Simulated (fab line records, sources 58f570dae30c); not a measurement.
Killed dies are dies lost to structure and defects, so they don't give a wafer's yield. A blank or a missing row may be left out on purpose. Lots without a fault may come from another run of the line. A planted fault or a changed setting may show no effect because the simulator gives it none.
Which tool did it? | flow berkeley_cmos170 | 7 lots, 21 wafers sampled, at 1 step of a route of 331

WHAT THE GAUGES READ, wafer by wafer
UCB170_START_BOW_MEAS_00.
lot  | measured    | on            | INCOMING_BOW (um)
L905 | day 1 20:00 | film_metro-01 | 5 -2 -6
L907 | day 2 06:00 | film_metro-02 | -3 -1 0
L909 | day 2 16:01 | film_metro-02 | 15 -2 0
L911 | day 3 02:00 | film_metro-04 | 13 -16 -12
L915 | day 3 22:01 | film_metro-04 | 10 -6 2
L923 | day 5 14:01 | film_metro-01 | 7 -6 -1
L926 | day 6 05:02 | film_metro-01 | -7 -1 2

WHICH TOOL RAN EACH LOT (tool, then ch and the chambers of the sampled wafers, then the start)
The record holds no process step before these readings.

THE ANSWER, worked out from the rows above alone
Rule: what is usual is taken from the lots themselves. Put in order of their means at a reading, lots are off if they are a third of the lots or fewer, leave a main group of 4 or more, and stand apart from it by a gap of 3 or more times the standard deviation of the main group's means; of several such gaps the widest counts. A main group whose means are all the same, to the digits that the tables above print for the reading, isn't used. A lot without any number at a reading at which 4 lots or more have one is off too. The other lots that the step has rows for count as sound.
No lot is off at any reading shown: from this, nothing can be told.

WHAT THE SIMULATOR HAD PUT IN
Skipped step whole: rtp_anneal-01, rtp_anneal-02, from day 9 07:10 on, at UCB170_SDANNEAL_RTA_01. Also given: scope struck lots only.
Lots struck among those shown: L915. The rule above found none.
